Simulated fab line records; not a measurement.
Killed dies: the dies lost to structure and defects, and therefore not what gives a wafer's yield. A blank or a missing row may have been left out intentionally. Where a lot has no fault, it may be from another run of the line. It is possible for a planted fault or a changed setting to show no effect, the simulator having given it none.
The tool behind it: which one? | flow rit_cmos | 42 wafers from 14 lots sampled at 2 of the route's 202 steps

## WHAT EACH GAUGE READ, for each wafer
Not one reading of a measure or inspect step in the record can be checked against a usual standard deviation.

## TOOL THAT RAN EACH LOT (tool first, then ch and the chambers of the sampled wafers, then the start)
lot  | RIT_NWELL_IMPLANT_08           | RIT_M1_PROBE_99
L464 | implanter-02 ch 0, day 1 21:40 | prober-01, day 3 09:52
L466 | implanter-04 ch 0, day 2 08:21 | prober-01, day 3 20:31
L467 | implanter-03 ch 0, day 2 11:29 | prober-02, day 3 22:58
L468 | implanter-03 ch 0, day 2 17:11 | prober-01, day 4 04:59
L471 | implanter-03 ch 0, day 3 07:49 | prober-02, day 4 19:25
L472 | implanter-03 ch 0, day 3 12:47 | prober-01, day 5 01:25
L473 | implanter-02 ch 0, day 3 17:36 | prober-02, day 5 07:02
L474 | implanter-02 ch 0, day 3 22:36 | prober-01, day 5 11:22
L475 | implanter-02 ch 0, day 4 03:42 | prober-02, day 5 16:45
L476 | implanter-02 ch 0, day 4 09:59 | prober-01, day 5 23:16
L480 | implanter-03 ch 0, day 5 05:29 | prober-01, day 6 16:32
L484 | implanter-04 ch 0, day 6 00:43 | prober-01, day 7 13:31
L485 | implanter-03 ch 0, day 6 05:40 | prober-02, day 7 17:23
L487 | implanter-03 ch 0, day 6 16:50 | prober-02, day 8 05:35
- RIT_NWELL_IMPLANT_08
- RIT_M1_PROBE_99

## WHAT THE TOOLS THEMSELVES READ (means of the sampled wafers that have a number; where no wafer has one, the mark that the record gives instead)
RIT_NWELL_IMPLANT_08.
lot  | tool         | beam_energy_keV | dose_ions_cm2
L464 | implanter-02 | 170.08          | 4.872e+13
L466 | implanter-04 | 169.98          | 4.870e+13
L467 | implanter-03 | 169.91          | 4.871e+13
L468 | implanter-03 | 170.01          | 4.878e+13
L471 | implanter-03 | 169.94          | 4.877e+13
L472 | implanter-03 | 170.06          | 4.878e+13
L473 | implanter-02 | 170.08          | 4.877e+13
L474 | implanter-02 | 170.01          | 4.878e+13
L475 | implanter-02 | 176.32          | 4.879e+13
L476 | implanter-02 | 176.28          | 4.864e+13
L480 | implanter-03 | 170.02          | 4.875e+13
L484 | implanter-04 | 170.04          | 4.880e+13
L485 | implanter-03 | 170.01          | 4.879e+13
L487 | implanter-03 | 170.02          | 4.883e+13

RIT_M1_PROBE_99.
lot  | tool      | killed_at_contacts | killed_at_front_end | killed_dies | killed_open | killed_short
L464 | prober-01 | 0.0                | 6.7                 | 6.7         | 3.0         | 3.7
L466 | prober-01 | 0.0                | 7.3                 | 7.3         | 3.7         | 3.7
L467 | prober-02 | 0.0                | 7.7                 | 7.7         | 3.7         | 4.0
L468 | prober-01 | 0.3                | 7.3                 | 7.7         | 4.3         | 3.3
L471 | prober-02 | 0.0                | 6.0                 | 6.0         | 3.7         | 2.3
L472 | prober-01 | 0.0                | 4.7                 | 4.7         | 2.3         | 2.3
L473 | prober-02 | 0.0                | 7.3                 | 7.3         | 4.3         | 3.0
L474 | prober-01 | 0.0                | 7.0                 | 7.0         | 3.3         | 3.7
L475 | prober-02 | 0.7                | 6.0                 | 6.7         | 4.0         | 2.0
L476 | prober-01 | 0.0                | 5.7                 | 5.7         | 2.3         | 3.3
L480 | prober-01 | 0.0                | 6.0                 | 6.0         | 3.7         | 2.3
L484 | prober-01 | 0.3                | 6.7                 | 7.0         | 4.0         | 2.7
L485 | prober-02 | 0.0                | 5.7                 | 5.7         | 2.7         | 3.0
L487 | prober-02 | 0.0                | 8.0                 | 8.0         | 4.0         | 4.0

## THE ANSWER, worked out from the rows above alone
Rule: the lots themselves supply what counts as usual. Put in order of their means at a reading, lots are off if they are a third of the lots or fewer, leave a main group of 4 or more, and stand apart from it by a gap of 3 or more times the standard deviation of the main group's means; of several such gaps the widest counts. The tables above print the reading to a certain number of digits; a main group whose means all agree to those digits is not used. A lot without any number at a reading at which 4 lots or more have one is off too. All remaining lots with rows at the step are treated as sound. First the gauges in route order, then the tools' own readings, where a lot's mean is used as printed above. The first step at which some lot is off is used, and at that step the reading that is off furthest; a lot without a number counts as furthest.
Off: L475, L476 (RIT_NWELL_IMPLANT_08, beam_energy_keV). For the main group the mean is 170.01 and the standard deviation 0.049.
A tool fits if, at that step or a process step before it, it ran every lot that is off, and no sound lot after the first of them. One fits: implanter-02 at RIT_NWELL_IMPLANT_08. A fault onset in the window from L474 (day 3 22:36, its last sound lot) to L475 (day 4 03:42, its first lot off) fits.
On the lots that are off, the tool's own readings at RIT_NWELL_IMPLANT_08 differ by more than 5 times the standard deviation of the sound lots' means, which bears it out; beam_energy_keV reads 176.30 there versus 170.01 on the sound lots.

## WHAT THE SIMULATOR HAD INSERTED
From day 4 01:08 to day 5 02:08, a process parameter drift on implanter-02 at RIT_NWELL_IMPLANT_08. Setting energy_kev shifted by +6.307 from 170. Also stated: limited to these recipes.
Shown lots that were struck: L475, L476. The same result came from the rule above.
